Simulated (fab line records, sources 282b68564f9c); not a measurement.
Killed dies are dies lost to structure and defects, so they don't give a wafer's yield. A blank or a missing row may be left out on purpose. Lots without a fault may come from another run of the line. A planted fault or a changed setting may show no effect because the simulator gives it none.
A sampling plan put to the test | flow rit_cmos | one fab line, 28 faults that these records tell of, each judged on the records of the lots that it struck; 1 more is left out, because the records don't allow judging it
The plan is the line's own looks: the steps of the route at which a gauge or an inspection reads the wafer and doesn't change it. A look can be judged if struck wafers have a number there and the file gives its usual mean and standard deviation on fault-free wafers. Caught: at a look after the fault's first step, the mean of the struck wafers lies 4 or more of those standard deviations (sigma) from the usual mean. On the tool: the same test on the tool's own readings at the fault's steps. Another recipe on the struck wafers, or a record that is blank for them alone, also counts as caught.

THE FAULTS, as the simulator had put them in
1. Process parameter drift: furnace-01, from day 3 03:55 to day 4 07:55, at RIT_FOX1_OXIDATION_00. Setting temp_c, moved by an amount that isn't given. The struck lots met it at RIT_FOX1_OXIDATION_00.
2. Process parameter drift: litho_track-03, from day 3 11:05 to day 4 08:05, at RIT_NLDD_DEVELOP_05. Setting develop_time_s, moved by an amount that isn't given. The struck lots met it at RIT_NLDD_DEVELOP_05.
3. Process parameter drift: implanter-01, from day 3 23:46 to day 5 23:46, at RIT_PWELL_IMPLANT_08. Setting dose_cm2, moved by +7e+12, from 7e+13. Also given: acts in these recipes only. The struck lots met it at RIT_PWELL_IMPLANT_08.
4. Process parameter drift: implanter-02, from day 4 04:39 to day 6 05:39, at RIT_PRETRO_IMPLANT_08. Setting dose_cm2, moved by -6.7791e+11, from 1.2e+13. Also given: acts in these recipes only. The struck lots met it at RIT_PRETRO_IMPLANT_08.
5. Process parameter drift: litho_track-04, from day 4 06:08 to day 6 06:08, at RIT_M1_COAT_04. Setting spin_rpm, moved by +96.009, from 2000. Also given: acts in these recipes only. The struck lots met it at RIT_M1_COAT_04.
6. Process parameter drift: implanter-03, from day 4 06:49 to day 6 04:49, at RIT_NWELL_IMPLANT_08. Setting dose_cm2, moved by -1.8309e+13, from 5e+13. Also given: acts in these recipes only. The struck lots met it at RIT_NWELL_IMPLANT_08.
7. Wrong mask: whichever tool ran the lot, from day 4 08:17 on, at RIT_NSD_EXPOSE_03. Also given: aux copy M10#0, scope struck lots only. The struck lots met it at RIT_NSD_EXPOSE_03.
8. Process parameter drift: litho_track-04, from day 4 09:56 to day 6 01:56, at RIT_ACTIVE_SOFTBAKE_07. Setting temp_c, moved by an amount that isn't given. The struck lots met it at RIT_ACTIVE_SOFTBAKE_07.
9. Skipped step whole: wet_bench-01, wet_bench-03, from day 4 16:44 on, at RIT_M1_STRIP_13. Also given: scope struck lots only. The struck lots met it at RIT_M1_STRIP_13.
10. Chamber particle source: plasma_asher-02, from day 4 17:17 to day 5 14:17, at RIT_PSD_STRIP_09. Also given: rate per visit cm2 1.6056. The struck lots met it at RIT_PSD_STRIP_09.
11. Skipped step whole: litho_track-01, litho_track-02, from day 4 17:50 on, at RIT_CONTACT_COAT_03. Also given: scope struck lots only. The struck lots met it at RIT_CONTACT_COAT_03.
12. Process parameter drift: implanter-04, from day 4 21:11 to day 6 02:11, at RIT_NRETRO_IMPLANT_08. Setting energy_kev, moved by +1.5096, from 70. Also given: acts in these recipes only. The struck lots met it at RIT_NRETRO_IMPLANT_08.
13. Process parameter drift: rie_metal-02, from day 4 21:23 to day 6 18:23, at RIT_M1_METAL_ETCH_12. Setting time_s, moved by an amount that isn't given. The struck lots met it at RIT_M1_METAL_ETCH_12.
14. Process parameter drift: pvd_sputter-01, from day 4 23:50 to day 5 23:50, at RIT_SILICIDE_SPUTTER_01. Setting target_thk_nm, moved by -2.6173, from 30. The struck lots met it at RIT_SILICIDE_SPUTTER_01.
15. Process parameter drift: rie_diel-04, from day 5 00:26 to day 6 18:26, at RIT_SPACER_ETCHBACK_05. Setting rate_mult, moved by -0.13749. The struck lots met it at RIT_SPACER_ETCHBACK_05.
16. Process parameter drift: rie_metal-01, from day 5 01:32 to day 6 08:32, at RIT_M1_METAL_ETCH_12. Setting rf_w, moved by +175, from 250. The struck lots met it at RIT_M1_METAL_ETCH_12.
17. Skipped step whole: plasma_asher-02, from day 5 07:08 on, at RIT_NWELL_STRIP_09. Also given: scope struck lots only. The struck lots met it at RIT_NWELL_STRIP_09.
18. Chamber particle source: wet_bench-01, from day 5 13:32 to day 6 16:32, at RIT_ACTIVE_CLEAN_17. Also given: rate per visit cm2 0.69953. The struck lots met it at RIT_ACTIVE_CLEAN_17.
19. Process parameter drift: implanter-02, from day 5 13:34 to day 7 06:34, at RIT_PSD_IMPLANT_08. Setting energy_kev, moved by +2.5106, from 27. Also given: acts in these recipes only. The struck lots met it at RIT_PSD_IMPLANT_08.
20. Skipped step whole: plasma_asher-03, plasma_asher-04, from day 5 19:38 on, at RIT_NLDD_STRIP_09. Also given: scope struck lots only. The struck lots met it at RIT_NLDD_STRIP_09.
21. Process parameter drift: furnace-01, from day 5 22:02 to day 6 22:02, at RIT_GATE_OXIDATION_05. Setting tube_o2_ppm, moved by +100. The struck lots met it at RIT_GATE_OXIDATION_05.
22. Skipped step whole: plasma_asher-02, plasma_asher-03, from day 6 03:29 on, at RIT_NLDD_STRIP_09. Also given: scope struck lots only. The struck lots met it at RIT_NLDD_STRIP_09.
23. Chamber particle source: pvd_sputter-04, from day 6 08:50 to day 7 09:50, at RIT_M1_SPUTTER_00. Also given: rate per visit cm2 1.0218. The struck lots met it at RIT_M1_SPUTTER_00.
24. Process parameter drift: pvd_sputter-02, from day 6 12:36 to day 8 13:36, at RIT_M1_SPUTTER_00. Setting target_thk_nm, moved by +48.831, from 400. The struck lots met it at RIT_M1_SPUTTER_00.
25. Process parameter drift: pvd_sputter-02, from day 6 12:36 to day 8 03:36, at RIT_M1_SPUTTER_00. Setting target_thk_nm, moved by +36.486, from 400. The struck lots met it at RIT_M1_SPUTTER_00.
26. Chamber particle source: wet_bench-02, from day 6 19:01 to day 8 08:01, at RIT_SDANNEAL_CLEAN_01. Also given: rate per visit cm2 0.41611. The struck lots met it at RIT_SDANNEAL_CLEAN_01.
27. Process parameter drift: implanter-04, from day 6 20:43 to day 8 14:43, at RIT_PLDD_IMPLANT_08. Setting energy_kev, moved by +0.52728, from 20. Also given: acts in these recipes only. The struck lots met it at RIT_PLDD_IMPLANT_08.
28. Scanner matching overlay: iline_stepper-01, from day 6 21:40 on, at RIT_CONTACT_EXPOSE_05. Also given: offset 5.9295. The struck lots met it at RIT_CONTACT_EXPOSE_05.

WHAT THE PLAN SAW
fault | on the tool itself                               | first look that catches it                      | reading, sigma                                          | median hours from its first step to that look | hours from the fault's start to the first struck lot there | judged looks passed uncaught
1     | tube_center_temp_C -99 or beyond sigma           | not the one look that can be judged after it    | strongest: FOX1_OXIDE_THK at RIT_FOX1_THK_MEAS_01, -2.0 | -                                             | -                                                          | 1
2     | under 2 sigma                                    | RIT_NLDD_TW_MEAS_10                             | NLDD_TW -99 or beyond                                   | 0.8                                           | 4                                                          | 0
3     | dose_ions_cm2 +98 sigma                          | RIT_WELLDRIVE_RS_MEAS_02                        | PWELL_RS -19                                            | 6.0                                           | 14                                                         | 1
4     | dose_ions_cm2 -48 sigma                          | not the one look that can be judged after it    | strongest: PRETRO_TW at RIT_PRETRO_TW_MEAS_10, -2.6     | -                                             | -                                                          | 1
5     | spin_speed_rpm +74 sigma                         | none of the 2 looks that can be judged after it | -                                                       | -                                             | -                                                          | 2
6     | dose_ions_cm2 -99 or beyond sigma                | RIT_NWELL_TW_MEAS_10                            | NWELL_TW -17                                            | 0.3                                           | 8                                                          | 0
7     | under 2 sigma                                    | RIT_NSD_TW_MEAS_10                              | NSD_TW -99 or beyond                                    | 0.9                                           | 3                                                          | 0
8     | heater_power_total_W +43 sigma                   | not the one look that can be judged after it    | -                                                       | -                                             | -                                                          | 1
9     | no reading that can be judged                    | no look after it can be judged                  | -                                                       | -                                             | -                                                          | 0
10    | under 2 sigma                                    | no look after it can be judged                  | -                                                       | -                                             | -                                                          | 0
11    | the tool's record is blank for the struck wafers | no look after it can be judged                  | -                                                       | -                                             | -                                                          | 0
12    | beam_energy_keV +71 sigma                        | no look after it can be judged                  | -                                                       | -                                             | -                                                          | 0
13    | run_length_s -99 or beyond sigma                 | not the one look that can be judged after it    | strongest: cd_nm at RIT_M1_CD_MEAS_90, +2.8             | -                                             | -                                                          | 1
14    | under 2 sigma                                    | RIT_SILICIDE_RS_MEAS_02                         | SILICIDE_TI_RS +9.4                                     | 0.2                                           | 4                                                          | 0
15    | under 2 sigma                                    | none of the 7 looks that can be judged after it | -                                                       | -                                             | -                                                          | 7
16    | rf_fwd_power_W +99 or beyond sigma               | RIT_M1_CD_MEAS_90                               | cd_nm -13                                               | 0.5                                           | 8                                                          | 0
17    | the tool's record is blank for the struck wafers | RIT_PWELL_TW_MEAS_10                            | PWELL_TW -99 or beyond                                  | 1.9                                           | 4                                                          | 0
18    | under 2 sigma                                    | no look after it can be judged                  | -                                                       | -                                             | -                                                          | 0
19    | beam_energy_keV +99 or beyond sigma              | RIT_SDANNEAL_RS_MEAS_04                         | PSD_RS -20                                              | 0.8                                           | 12                                                         | 1
20    | the tool's record is blank for the struck wafers | RIT_PLDD_TW_MEAS_10                             | PLDD_TW -99 or beyond                                   | 1.6                                           | 4                                                          | 0
21    | no reading that can be judged                    | not the one look that can be judged after it    | strongest: GATE_OXIDE_THK at RIT_GATE_THK_MEAS_07, +3.2 | -                                             | -                                                          | 1
22    | the tool's record is blank for the struck wafers | RIT_PLDD_TW_MEAS_10                             | PLDD_TW -99 or beyond                                   | 1.7                                           | 4                                                          | 0
23    | under 2 sigma                                    | no look after it can be judged                  | -                                                       | -                                             | -                                                          | 0
24    | under 2 sigma                                    | RIT_M1_RS_MEAS_01                               | M1_AL_RS -6.8                                           | 0.3                                           | 4                                                          | 0
25    | under 2 sigma                                    | RIT_M1_RS_MEAS_01                               | M1_AL_RS -5.4                                           | 0.3                                           | 4                                                          | 0
26    | no reading that can be judged                    | not the one look that can be judged after it    | -                                                       | -                                             | -                                                          | 1
27    | beam_energy_keV +90 sigma                        | RIT_SDANNEAL_RS_MEAS_06                         | PLDD_RS -4.3                                            | 6.6                                           | 8                                                          | 0
28    | under 2 sigma                                    | not the one look that can be judged after it    | strongest: CONTACT_OVL at RIT_CONTACT_OVL_MEAS_09, +3.7 | -                                             | -                                                          | 1
A dash: the fault isn't caught, or these records don't give the number.

Caught at a look: 13 of 28. Caught on the tool: 15 of 28. By one or the other: 20 of 28.
Caught on the tool alone: faults 1, 4, 5, 8, 11, 12, 13.
Caught at a look alone: faults 2, 7, 14, 24, 25.
Caught by neither: faults 9, 10, 15, 18, 21, 23, 26, 28.

THINNER SAMPLING
If the look that catches a fault measured only every second or every third lot, by lot number, the first struck lot would be measured this late in the worst case:
fault | struck lots at that look, in order of time | every lot | every second lot | every third lot
2     | L751, L754                                 | 4 h       | 19 h             | may miss all 2
3     | L215, L216                                 | 14 h      | 18 h             | may miss all 2
6     | L475, L478                                 | 8 h       | 22 h             | may miss all 2
7     | L634                                       | 3 h       | may miss it      | may miss it
14    | L489, L491                                 | 4 h       | may miss all 2   | may miss all 2
16    | L566, L569                                 | 8 h       | 24 h             | may miss all 2
17    | L984, L985                                 | 4 h       | 15 h             | may miss all 2
19    | L655, L660                                 | 12 h      | 37 h             | may miss all 2
20    | L771, L772                                 | 4 h       | 7 h              | may miss all 2
22    | L807, L808, L809                           | 4 h       | 16 h             | 16 h
24    | L522, L524, L526                           | 4 h       | may miss all 3   | 26 h
25    | L835, L837                                 | 4 h       | may miss all 2   | may miss all 2
27    | L338, L339                                 | 8 h       | 14 h             | may miss all 2
Hours are from the fault's start to the first struck lot that is measured. The limit of 4 sigma was tested on all struck wafers together, so one lot alone may lie under it. Other struck lots may not be in these records.

THE LONGEST TIMED WAY FROM STEP TO LOOK
Fault 27: a median of 6.6 hours passes between RIT_PLDD_IMPLANT_08 and RIT_SDANNEAL_RS_MEAS_06. No look between them can be judged.
